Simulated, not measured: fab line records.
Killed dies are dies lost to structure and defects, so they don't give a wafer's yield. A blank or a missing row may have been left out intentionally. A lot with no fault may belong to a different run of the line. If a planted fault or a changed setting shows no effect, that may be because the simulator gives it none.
fab line records :: flow berkeley-cmos170 :: part 2 of 2: steps 28 to 38 of 38
record:
  lots: 5
  wafers: 15
  last-day: 13
route steps=331 shown PSD@182 NSD@187 BACKSIDE@199 SDANNEAL@204 PLDD@208 NLDD@209 SILICIDE@210 CONTACT@216
lots untouched by any fault: they come from a run of this same line in which no faults occurred
start-h: the number of hours between the record's first day and the start of the first shown wafer of the lot :: wait-h: hours elapsed since this lot's preceding step :: " unchanged from the row above :: L1.1+2: several wafers, shown together as one row :: - either no value or no given start :: * or withheld: withheld :: < > ~ a bound
route shown NAME@n: NAME is a module with steps in the file, n the number in the route of the first one :: usual: the fault-free wafers' mean and standard deviation :: same: alike in all rows :: chamber/n: place in a boat :: sites: readings site by site :: _std_site: how widely they spread, as a standard deviation :: _edge_site: mean of outer sites minus mean of inner sites :: radius-mm: how far each site lies from the wafer's centre :: mask NAME#n: copy n :: behind: the most recent tool/chamber to have shaped the wafer :: hold: the reason the lot was held/the length of the hold in hours/how it ended :: device: the transistor (n, p or np) that didn't switch :: end of line: at the end of the route, the tests of the same wafers :: a step with no rows: only its recipe :: killed: count of dies lost to structure and defects at first sort (not the wafer's yield) :: map: dies across one wafer; x = killed, . = not, _ = none there
set.NAME: the setting the step ran with; set.NAME@STEP: the setting that earlier step ran with :: model.NAME: the simulator's own value behind a step, which no gauge read
lots at selected steps of the route; one table per step, one row per wafer
services: when a tool's chamber went out of use (start-h, in hours from the record's first day, below 0 if earlier), for how many hours, and the reason
== steps ==
step: UCB170_SDANNEAL_RS_MEAS_05
recipe:
  thk-meas-gauge: four-point-probe
usual:
  NLDD_RS: 616.1/1.4
lot.wafer: L074.3
tool: film-metro-03
chamber: -
start-h: 174.98
wait-h: 0.1
NLDD_RS[ohm/sq]: 617.1

lot.wafer: L074.4
tool: film-metro-03
chamber: -
start-h: 174.98
wait-h: 0.1
NLDD_RS[ohm/sq]: 617.3

lot.wafer: L074.6
tool: film-metro-03
chamber: -
start-h: 174.98
wait-h: 0.1
NLDD_RS[ohm/sq]: 618.6

lot.wafer: L078.1
tool: film-metro-04
chamber: -
start-h: 200.41
wait-h: 0.1
NLDD_RS[ohm/sq]: 616.1

lot.wafer: L078.4
tool: film-metro-04
chamber: -
start-h: 200.41
wait-h: 0.1
NLDD_RS[ohm/sq]: 616.1

lot.wafer: L078.6
tool: film-metro-04
chamber: -
start-h: 200.41
wait-h: 0.1
NLDD_RS[ohm/sq]: 614.1

lot.wafer: L082.2
tool: film-metro-01
chamber: -
start-h: 231.89
wait-h: 0.1
NLDD_RS[ohm/sq]: 615.1

lot.wafer: L082.3
tool: film-metro-01
chamber: -
start-h: 231.89
wait-h: 0.1
NLDD_RS[ohm/sq]: 619.5

lot.wafer: L082.6
tool: film-metro-01
chamber: -
start-h: 231.89
wait-h: 0.1
NLDD_RS[ohm/sq]: 617.3

lot.wafer: L085.3
tool: film-metro-04
chamber: -
start-h: 253.83
wait-h: 0.1
NLDD_RS[ohm/sq]: 617.2

lot.wafer: L085.4
tool: film-metro-04
chamber: -
start-h: 253.83
wait-h: 0.1
NLDD_RS[ohm/sq]: 614.9

lot.wafer: L085.5
tool: film-metro-04
chamber: -
start-h: 253.83
wait-h: 0.1
NLDD_RS[ohm/sq]: 615.1

lot.wafer: L094.1
tool: film-metro-04
chamber: -
start-h: 287.31
wait-h: 0.1
NLDD_RS[ohm/sq]: 613.3

lot.wafer: L094.3
tool: film-metro-04
chamber: -
start-h: 287.31
wait-h: 0.1
NLDD_RS[ohm/sq]: 614.2

lot.wafer: L094.4
tool: film-metro-04
chamber: -
start-h: 287.31
wait-h: 0.1
NLDD_RS[ohm/sq]: 614.1
step: UCB170_SILICIDE_PRE_CLEAN_00
recipe:
  gas: Ar
  preclean-etch-time-s: 60
lot.wafer: L074.3+4+6
tool: pvd-sputter-03
chamber: -
start-h: 175.06
wait-h: 0.1

lot.wafer: L078.1+4+6
tool: pvd-sputter-01
chamber: -
start-h: 200.53
wait-h: 0.1

lot.wafer: L082.2+3+6
tool: pvd-sputter-01
chamber: -
start-h: 231.99
wait-h: 0.1

lot.wafer: L085.3+4+5
tool: pvd-sputter-03
chamber: -
start-h: 253.91
wait-h: 0.1

lot.wafer: L094.1+3+4
tool: pvd-sputter-03
chamber: -
start-h: 287.43
wait-h: 0.1
step: UCB170_SILICIDE_SPUTTER_01
recipe:
  material: Ti
  target-thk-nm: 30
  time-s: 25.82
  power-w: 1500
  chamber-pressure-pa: 0.5
usual:
  throttle-valve-pct: 29.9/1.3
lot.wafer: L074.3
tool: pvd-sputter-03
chamber: -
start-h: 175.13
wait-h: 0.0
throttle-valve-pct: 27.5

lot.wafer: L074.4
tool: pvd-sputter-03
chamber: -
start-h: 175.13
wait-h: 0.0
throttle-valve-pct: 31.5

lot.wafer: L074.6
tool: pvd-sputter-03
chamber: -
start-h: 175.13
wait-h: 0.0
throttle-valve-pct: 31.5

lot.wafer: L078.1
tool: pvd-sputter-01
chamber: -
start-h: 200.60
wait-h: 0.0
throttle-valve-pct: 31.6

lot.wafer: L078.4
tool: pvd-sputter-01
chamber: -
start-h: 200.60
wait-h: 0.0
throttle-valve-pct: 28.9

lot.wafer: L078.6
tool: pvd-sputter-01
chamber: -
start-h: 200.60
wait-h: 0.0
throttle-valve-pct: 29.4

lot.wafer: L082.2
tool: pvd-sputter-01
chamber: -
start-h: 232.06
wait-h: 0.0
throttle-valve-pct: 30.0

lot.wafer: L082.3
tool: pvd-sputter-01
chamber: -
start-h: 232.06
wait-h: 0.0
throttle-valve-pct: 29.3

lot.wafer: L082.6
tool: pvd-sputter-01
chamber: -
start-h: 232.06
wait-h: 0.0
throttle-valve-pct: 31.8

lot.wafer: L085.3
tool: pvd-sputter-03
chamber: -
start-h: 253.98
wait-h: 0.0
throttle-valve-pct: 27.8

lot.wafer: L085.4
tool: pvd-sputter-03
chamber: -
start-h: 253.98
wait-h: 0.0
throttle-valve-pct: 29.8

lot.wafer: L085.5
tool: pvd-sputter-03
chamber: -
start-h: 253.98
wait-h: 0.0
throttle-valve-pct: 29.2

lot.wafer: L094.1
tool: pvd-sputter-03
chamber: -
start-h: 287.49
wait-h: 0.0
throttle-valve-pct: 27.6

lot.wafer: L094.3
tool: pvd-sputter-03
chamber: -
start-h: 287.49
wait-h: 0.0
throttle-valve-pct: 29.5

lot.wafer: L094.4
tool: pvd-sputter-03
chamber: -
start-h: 287.49
wait-h: 0.0
throttle-valve-pct: 31.7
step: UCB170_SILICIDE_RS_MEAS_02
recipe:
  thk-meas-gauge: four-point-probe
  reads: Ti_of_SILICIDE_SPUTTER_01
usual:
  SILICIDE_TI_RS: 25.3/0.31
lot.wafer: L074.3
tool: film-metro-02
chamber: -
start-h: 175.20
wait-h: 0.1
SILICIDE_TI_RS[ohm/sq]: 25.6

lot.wafer: L074.4
tool: film-metro-02
chamber: -
start-h: 175.20
wait-h: 0.1
SILICIDE_TI_RS[ohm/sq]: 25.0

lot.wafer: L074.6
tool: film-metro-02
chamber: -
start-h: 175.20
wait-h: 0.1
SILICIDE_TI_RS[ohm/sq]: 24.9

lot.wafer: L078.1
tool: film-metro-02
chamber: -
start-h: 200.63
wait-h: 0.0
SILICIDE_TI_RS[ohm/sq]: 25.4

lot.wafer: L078.4
tool: film-metro-02
chamber: -
start-h: 200.63
wait-h: 0.0
SILICIDE_TI_RS[ohm/sq]: 25.0

lot.wafer: L078.6
tool: film-metro-02
chamber: -
start-h: 200.63
wait-h: 0.0
SILICIDE_TI_RS[ohm/sq]: 24.9

lot.wafer: L082.2
tool: film-metro-01
chamber: -
start-h: 232.11
wait-h: 0.0
SILICIDE_TI_RS[ohm/sq]: 25.3

lot.wafer: L082.3
tool: film-metro-01
chamber: -
start-h: 232.11
wait-h: 0.0
SILICIDE_TI_RS[ohm/sq]: 25.0

lot.wafer: L082.6
tool: film-metro-01
chamber: -
start-h: 232.11
wait-h: 0.0
SILICIDE_TI_RS[ohm/sq]: 25.4

lot.wafer: L085.3
tool: film-metro-02
chamber: -
start-h: 254.05
wait-h: 0.1
SILICIDE_TI_RS[ohm/sq]: 25.3

lot.wafer: L085.4
tool: film-metro-02
chamber: -
start-h: 254.05
wait-h: 0.1
SILICIDE_TI_RS[ohm/sq]: 25.6

lot.wafer: L085.5
tool: film-metro-02
chamber: -
start-h: 254.05
wait-h: 0.1
SILICIDE_TI_RS[ohm/sq]: 25.5

lot.wafer: L094.1
tool: film-metro-04
chamber: -
start-h: 287.52
wait-h: 0.0
SILICIDE_TI_RS[ohm/sq]: 25.7

lot.wafer: L094.3
tool: film-metro-04
chamber: -
start-h: 287.52
wait-h: 0.0
SILICIDE_TI_RS[ohm/sq]: 25.8

lot.wafer: L094.4
tool: film-metro-04
chamber: -
start-h: 287.52
wait-h: 0.0
SILICIDE_TI_RS[ohm/sq]: 25.3
step: UCB170_SILICIDE_THK_MEAS_03
recipe:
  thk-meas-gauge: xrf
  reads: Ti_of_SILICIDE_SPUTTER_01
usual:
  SILICIDE_TI_THK: 30.4/0.38
lot.wafer: L074.3
tool: film-metro-02
chamber: -
start-h: 175.30
wait-h: 0.1
SILICIDE_TI_THK[nm]: 30.4

lot.wafer: L074.4
tool: film-metro-02
chamber: -
start-h: 175.30
wait-h: 0.1
SILICIDE_TI_THK[nm]: 31.0

lot.wafer: L074.6
tool: film-metro-02
chamber: -
start-h: 175.30
wait-h: 0.1
SILICIDE_TI_THK[nm]: 30.9

lot.wafer: L078.1
tool: film-metro-02
chamber: -
start-h: 200.75
wait-h: 0.1
SILICIDE_TI_THK[nm]: 30.4

lot.wafer: L078.4
tool: film-metro-02
chamber: -
start-h: 200.75
wait-h: 0.1
SILICIDE_TI_THK[nm]: 30.8

lot.wafer: L078.6
tool: film-metro-02
chamber: -
start-h: 200.75
wait-h: 0.1
SILICIDE_TI_THK[nm]: 31.1

lot.wafer: L082.2
tool: film-metro-01
chamber: -
start-h: 232.22
wait-h: 0.1
SILICIDE_TI_THK[nm]: 30.1

lot.wafer: L082.3
tool: film-metro-01
chamber: -
start-h: 232.22
wait-h: 0.1
SILICIDE_TI_THK[nm]: 30.4

lot.wafer: L082.6
tool: film-metro-01
chamber: -
start-h: 232.22
wait-h: 0.1
SILICIDE_TI_THK[nm]: 30.0

lot.wafer: L085.3
tool: film-metro-02
chamber: -
start-h: 254.15
wait-h: 0.1
SILICIDE_TI_THK[nm]: 30.5

lot.wafer: L085.4
tool: film-metro-02
chamber: -
start-h: 254.15
wait-h: 0.1
SILICIDE_TI_THK[nm]: 30.2

lot.wafer: L085.5
tool: film-metro-02
chamber: -
start-h: 254.15
wait-h: 0.1
SILICIDE_TI_THK[nm]: 30.4

lot.wafer: L094.1
tool: film-metro-04
chamber: -
start-h: 287.64
wait-h: 0.1
SILICIDE_TI_THK[nm]: 30.0

lot.wafer: L094.3
tool: film-metro-04
chamber: -
start-h: 287.64
wait-h: 0.1
SILICIDE_TI_THK[nm]: 29.8

lot.wafer: L094.4
tool: film-metro-04
chamber: -
start-h: 287.64
wait-h: 0.1
SILICIDE_TI_THK[nm]: 30.5
step: UCB170_SILICIDE_RTA_04
recipe:
  temp-c: 650
  time-s: 15
  ambient: N2
usual:
  anneal-temp-c-max: 652.6/0.58
  lamp-power-pct: 10.59/0.12
  wafer_temp_C_max: 652.1/0.7
lot.wafer: L074.3
tool: rtp-anneal-02
chamber: 0
start-h: 175.36
wait-h: 0.1
anneal-temp-c-max: 652.5
lamp-power-pct: 10.47
wafer_temp_C_max: 653.0

lot.wafer: L074.4
tool: rtp-anneal-02
chamber: 0
start-h: 175.36
wait-h: 0.1
anneal-temp-c-max: 652.6
lamp-power-pct: 10.46
wafer_temp_C_max: 653.1

lot.wafer: L074.6
tool: rtp-anneal-02
chamber: 0
start-h: 175.36
wait-h: 0.1
anneal-temp-c-max: 652.9
lamp-power-pct: 10.47
wafer_temp_C_max: 651.4

lot.wafer: L078.1
tool: rtp-anneal-02
chamber: 0
start-h: 200.81
wait-h: 0.1
anneal-temp-c-max: 652.4
lamp-power-pct: 10.48
wafer_temp_C_max: 653.2

lot.wafer: L078.4
tool: rtp-anneal-02
chamber: 0
start-h: 200.81
wait-h: 0.1
anneal-temp-c-max: 652.4
lamp-power-pct: 10.45
wafer_temp_C_max: 651.9

lot.wafer: L078.6
tool: rtp-anneal-02
chamber: 0
start-h: 200.81
wait-h: 0.1
anneal-temp-c-max: 652.3
lamp-power-pct: 10.46
wafer_temp_C_max: 652.7

lot.wafer: L082.2
tool: rtp-anneal-01
chamber: 0
start-h: 232.28
wait-h: 0.1
anneal-temp-c-max: 653.4
lamp-power-pct: 10.69
wafer_temp_C_max: 651.6

lot.wafer: L082.3
tool: rtp-anneal-01
chamber: 0
start-h: 232.28
wait-h: 0.1
anneal-temp-c-max: 653.7
lamp-power-pct: 10.71
wafer_temp_C_max: 651.9

lot.wafer: L082.6
tool: rtp-anneal-01
chamber: 0
start-h: 232.28
wait-h: 0.1
anneal-temp-c-max: 653.4
lamp-power-pct: 10.70
wafer_temp_C_max: 652.0

lot.wafer: L085.3
tool: rtp-anneal-02
chamber: 0
start-h: 254.21
wait-h: 0.1
anneal-temp-c-max: 651.7
lamp-power-pct: 10.45
wafer_temp_C_max: 653.0

lot.wafer: L085.4
tool: rtp-anneal-02
chamber: 0
start-h: 254.21
wait-h: 0.1
anneal-temp-c-max: 652.3
lamp-power-pct: 10.47
wafer_temp_C_max: 653.3

lot.wafer: L085.5
tool: rtp-anneal-02
chamber: 0
start-h: 254.21
wait-h: 0.1
anneal-temp-c-max: 652.2
lamp-power-pct: 10.47
wafer_temp_C_max: 652.3

lot.wafer: L094.1
tool: rtp-anneal-02
chamber: 0
start-h: 287.70
wait-h: 0.1
anneal-temp-c-max: 652.8
lamp-power-pct: 10.47
wafer_temp_C_max: 652.4

lot.wafer: L094.3
tool: rtp-anneal-02
chamber: 0
start-h: 287.70
wait-h: 0.1
anneal-temp-c-max: 651.9
lamp-power-pct: 10.48
wafer_temp_C_max: 652.5

lot.wafer: L094.4
tool: rtp-anneal-02
chamber: 0
start-h: 287.70
wait-h: 0.1
anneal-temp-c-max: 652.4
lamp-power-pct: 10.47
wafer_temp_C_max: 652.0
step: UCB170_SILICIDE_WET_ETCH_05
recipe:
  chemistry: SPM
  time-s: 45
  temp-c: 120
  target: Ti
usual:
  bath-heat-duty-pct: 13.1/1
lot.wafer: L074.3
tool: wet-bench-01
chamber: 2
start-h: 175.41
wait-h: 0.0
bath-heat-duty-pct: 11.9

lot.wafer: L074.4
tool: wet-bench-01
chamber: 2
start-h: 175.41
wait-h: 0.0
bath-heat-duty-pct: 11.5

lot.wafer: L074.6
tool: wet-bench-01
chamber: 2
start-h: 175.41
wait-h: 0.0
bath-heat-duty-pct: 12.3

lot.wafer: L078.1
tool: wet-bench-01
chamber: 2
start-h: 200.96
wait-h: 0.1
bath-heat-duty-pct: 12.0

lot.wafer: L078.4
tool: wet-bench-01
chamber: 2
start-h: 200.96
wait-h: 0.1
bath-heat-duty-pct: 12.5

lot.wafer: L078.6
tool: wet-bench-01
chamber: 2
start-h: 200.96
wait-h: 0.1
bath-heat-duty-pct: 11.3

lot.wafer: L082.2
tool: wet-bench-02
chamber: 2
start-h: 232.34
wait-h: 0.1
bath-heat-duty-pct: 12.1

lot.wafer: L082.3
tool: wet-bench-02
chamber: 2
start-h: 232.34
wait-h: 0.1
bath-heat-duty-pct: 12.6

lot.wafer: L082.6
tool: wet-bench-02
chamber: 2
start-h: 232.34
wait-h: 0.1
bath-heat-duty-pct: 12.1

lot.wafer: L085.3
tool: wet-bench-04
chamber: 3
start-h: 254.26
wait-h: 0.0
bath-heat-duty-pct: 15.7

lot.wafer: L085.4
tool: wet-bench-04
chamber: 3
start-h: 254.26
wait-h: 0.0
bath-heat-duty-pct: 14.5

lot.wafer: L085.5
tool: wet-bench-04
chamber: 3
start-h: 254.26
wait-h: 0.0
bath-heat-duty-pct: 14.8

lot.wafer: L094.1
tool: wet-bench-02
chamber: 2
start-h: 287.78
wait-h: 0.1
bath-heat-duty-pct: 11.7

lot.wafer: L094.3
tool: wet-bench-02
chamber: 2
start-h: 287.78
wait-h: 0.1
bath-heat-duty-pct: 12.4

lot.wafer: L094.4
tool: wet-bench-02
chamber: 2
start-h: 287.78
wait-h: 0.1
bath-heat-duty-pct: 11.6
step: UCB170_CONTACT_CLEAN_00
recipe:
  chemistry: SPM
  temp-c: 120
  time-s: 600
usual:
  bath-heat-duty-pct: 13.2/1.1
lot.wafer: L074.3
tool: wet-bench-02
chamber: 0
start-h: 175.43
wait-h: 0.0
bath-heat-duty-pct: 12.0

lot.wafer: L074.4
tool: wet-bench-02
chamber: 0
start-h: 175.43
wait-h: 0.0
bath-heat-duty-pct: 13.0

lot.wafer: L074.6
tool: wet-bench-02
chamber: 0
start-h: 175.43
wait-h: 0.0
bath-heat-duty-pct: 12.7

lot.wafer: L078.1
tool: wet-bench-01
chamber: 3
start-h: 200.98
wait-h: 0.0
bath-heat-duty-pct: 11.9

lot.wafer: L078.4
tool: wet-bench-01
chamber: 3
start-h: 200.98
wait-h: 0.0
bath-heat-duty-pct: 14.1

lot.wafer: L078.6
tool: wet-bench-01
chamber: 3
start-h: 200.98
wait-h: 0.0
bath-heat-duty-pct: 11.2

lot.wafer: L082.2
tool: wet-bench-01
chamber: 3
start-h: 232.37
wait-h: 0.0
bath-heat-duty-pct: 13.0

lot.wafer: L082.3
tool: wet-bench-01
chamber: 3
start-h: 232.37
wait-h: 0.0
bath-heat-duty-pct: 11.3

lot.wafer: L082.6
tool: wet-bench-01
chamber: 3
start-h: 232.37
wait-h: 0.0
bath-heat-duty-pct: 13.3

lot.wafer: L085.3
tool: wet-bench-02
chamber: 1
start-h: 254.29
wait-h: 0.0
bath-heat-duty-pct: 13.8

lot.wafer: L085.4
tool: wet-bench-02
chamber: 1
start-h: 254.29
wait-h: 0.0
bath-heat-duty-pct: 14.2

lot.wafer: L085.5
tool: wet-bench-02
chamber: 1
start-h: 254.29
wait-h: 0.0
bath-heat-duty-pct: 13.3

lot.wafer: L094.1
tool: wet-bench-01
chamber: 0
start-h: 287.80
wait-h: 0.0
bath-heat-duty-pct: 15.2

lot.wafer: L094.3
tool: wet-bench-01
chamber: 0
start-h: 287.80
wait-h: 0.0
bath-heat-duty-pct: 14.7

lot.wafer: L094.4
tool: wet-bench-01
chamber: 0
start-h: 287.80
wait-h: 0.0
bath-heat-duty-pct: 13.9
step: UCB170_CONTACT_CVD_01
recipe:
  material: PSG
  target-thk-nm: 700
  temp-c: 450
  precursor: SiH4/O2/PH3
  time-s: 2820
  pressure-mtorr: 300
  sih4-flow-sccm: 60
  o2-flow-sccm: 90
  ph3-flow-sccm: 25
usual:
  zone-power-load-pct: 6.7/0.65
lot.wafer: L074.3
tool: lpcvd-01
chamber: 0
start-h: 177.58
wait-h: 2.0
zone-power-load-pct: 5.7

lot.wafer: L074.4
tool: lpcvd-01
chamber: 0
start-h: 177.58
wait-h: 2.0
zone-power-load-pct: 5.7

lot.wafer: L074.6
tool: lpcvd-01
chamber: 0
start-h: 177.58
wait-h: 2.0
zone-power-load-pct: 5.8

lot.wafer: L078.1
tool: lpcvd-02
chamber: 0
start-h: 201.16
wait-h: 0.0
zone-power-load-pct: 7.2

lot.wafer: L078.4
tool: lpcvd-02
chamber: 0
start-h: 201.16
wait-h: 0.0
zone-power-load-pct: 7.1

lot.wafer: L078.6
tool: lpcvd-02
chamber: 0
start-h: 201.16
wait-h: 0.0
zone-power-load-pct: 7.2

lot.wafer: L082.2
tool: lpcvd-02
chamber: 1
start-h: 232.54
wait-h: 0.0
zone-power-load-pct: 7.5

lot.wafer: L082.3
tool: lpcvd-02
chamber: 1
start-h: 232.54
wait-h: 0.0
zone-power-load-pct: 7.4

lot.wafer: L082.6
tool: lpcvd-02
chamber: 1
start-h: 232.54
wait-h: 0.0
zone-power-load-pct: 7.5

lot.wafer: L085.3
tool: lpcvd-01
chamber: 1
start-h: 254.46
wait-h: 0.0
zone-power-load-pct: 6.5

lot.wafer: L085.4
tool: lpcvd-01
chamber: 1
start-h: 254.46
wait-h: 0.0
zone-power-load-pct: 6.5

lot.wafer: L085.5
tool: lpcvd-01
chamber: 1
start-h: 254.46
wait-h: 0.0
zone-power-load-pct: 6.5

lot.wafer: L094.1
tool: lpcvd-01
chamber: 1
start-h: 287.99
wait-h: 0.0
zone-power-load-pct: 6.6

lot.wafer: L094.3
tool: lpcvd-01
chamber: 1
start-h: 287.99
wait-h: 0.0
zone-power-load-pct: 6.5

lot.wafer: L094.4
tool: lpcvd-01
chamber: 1
start-h: 287.99
wait-h: 0.0
zone-power-load-pct: 6.5
step: UCB170_CONTACT_THK_MEAS_02
recipe:
  reads: PSG_of_CONTACT_CVD_01
usual:
  CONTACT_PSG_THK: 698/5.5
lot.wafer: L074.3
tool: film-metro-02
chamber: -
start-h: 179.38
wait-h: 0.0
CONTACT_PSG_THK[nm]: 697

lot.wafer: L074.4
tool: film-metro-02
chamber: -
start-h: 179.38
wait-h: 0.0
CONTACT_PSG_THK[nm]: 691

lot.wafer: L074.6
tool: film-metro-02
chamber: -
start-h: 179.38
wait-h: 0.0
CONTACT_PSG_THK[nm]: 693

lot.wafer: L078.1
tool: film-metro-02
chamber: -
start-h: 202.94
wait-h: 0.0
CONTACT_PSG_THK[nm]: 696

lot.wafer: L078.4
tool: film-metro-02
chamber: -
start-h: 202.94
wait-h: 0.0
CONTACT_PSG_THK[nm]: 691

lot.wafer: L078.6
tool: film-metro-02
chamber: -
start-h: 202.94
wait-h: 0.0
CONTACT_PSG_THK[nm]: 690

lot.wafer: L082.2
tool: film-metro-02
chamber: -
start-h: 234.33
wait-h: 0.0
CONTACT_PSG_THK[nm]: 693

lot.wafer: L082.3
tool: film-metro-02
chamber: -
start-h: 234.33
wait-h: 0.0
CONTACT_PSG_THK[nm]: 695

lot.wafer: L082.6
tool: film-metro-02
chamber: -
start-h: 234.33
wait-h: 0.0
CONTACT_PSG_THK[nm]: 694

lot.wafer: L085.3
tool: film-metro-04
chamber: -
start-h: 257.16
wait-h: 0.0
CONTACT_PSG_THK[nm]: 699

lot.wafer: L085.4
tool: film-metro-04
chamber: -
start-h: 257.16
wait-h: 0.0
CONTACT_PSG_THK[nm]: 703

lot.wafer: L085.5
tool: film-metro-04
chamber: -
start-h: 257.16
wait-h: 0.0
CONTACT_PSG_THK[nm]: 704

lot.wafer: L094.1
tool: film-metro-04
chamber: -
start-h: 290.67
wait-h: 0.0
CONTACT_PSG_THK[nm]: 700

lot.wafer: L094.3
tool: film-metro-04
chamber: -
start-h: 290.67
wait-h: 0.0
CONTACT_PSG_THK[nm]: 706

lot.wafer: L094.4
tool: film-metro-04
chamber: -
start-h: 290.67
wait-h: 0.0
CONTACT_PSG_THK[nm]: 700
step: UCB170_CONTACT_HMDS_03
recipe:
  prime-time-s: 60
  prime-temp-c: 100
lot.wafer: L074.3+4+6
tool: litho-track-03
chamber: 0
start-h: 179.47
wait-h: 0.1

lot.wafer: L078.1+4+6
tool: litho-track-03
chamber: 0
start-h: 203.01
wait-h: 0.1

lot.wafer: L082.2+3+6
tool: litho-track-03
chamber: 0
start-h: 234.41
wait-h: 0.1

lot.wafer: L085.3+4+5
tool: litho-track-04
chamber: 0
start-h: 257.25
wait-h: 0.1

lot.wafer: L094.1+3+4
tool: litho-track-02
chamber: 0
start-h: 290.73
wait-h: 0.1
== services ==
tool: krf-scanner-01
chamber: -
start-h: 153.53
hours: 1.0
kind: pm

tool: plasma-asher-02
chamber: -
start-h: 156.10
hours: 1.0
kind: repair

tool: lpcvd-02
chamber: -
start-h: 162.20
hours: 17.2
kind: pm

tool: implanter-02
chamber: -
start-h: 167.49
hours: 12.2
kind: repair

tool: plasma-asher-02
chamber: -
start-h: 168.32
hours: 13.8
kind: repair

tool: krf-scanner-01
chamber: -
start-h: 179.68
hours: 1.3
kind: pm

tool: plasma-asher-02
chamber: -
start-h: 183.89
hours: 8.1
kind: repair

tool: krf-scanner-01
chamber: -
start-h: 192.32
hours: 3.0
kind: repair

tool: pvd-sputter-01
chamber: -
start-h: 206.08
hours: 2.4
kind: repair

tool: implanter-04
chamber: -
start-h: 212.23
hours: 4.4
kind: repair

tool: wet-bench-04
chamber: -
start-h: 212.67
hours: 1.9
kind: pm

tool: litho-track-02
chamber: -
start-h: 212.86
hours: -
kind: consumable-replace:filter

tool: krf-scanner-02
chamber: -
start-h: 218.28
hours: 1.3
kind: pm

tool: litho-track-03
chamber: -
start-h: 226.39
hours: -
kind: consumable-replace:filter

tool: plasma-asher-04
chamber: -
start-h: 228.77
hours: 3.1
kind: repair

tool: implanter-02
chamber: -
start-h: 236.85
hours: 4.0
kind: repair

tool: implanter-01
chamber: -
start-h: 240.73
hours: 8.2
kind: repair

tool: implanter-02
chamber: -
start-h: 240.88
hours: 3.9
kind: pm

tool: pvd-sputter-03
chamber: -
start-h: 244.24
hours: 9.0
kind: repair

tool: pvd-sputter-01
chamber: -
start-h: 249.65
hours: 0.8
kind: repair

tool: plasma-asher-01
chamber: -
start-h: 264.45
hours: 8.3
kind: repair

tool: lpcvd-02
chamber: -
start-h: 274.68
hours: 2.8
kind: pm

tool: krf-scanner-01
chamber: -
start-h: 280.40
hours: 0.8
kind: pm

tool: krf-scanner-02
chamber: -
start-h: 285.12
hours: 3.6
kind: pm
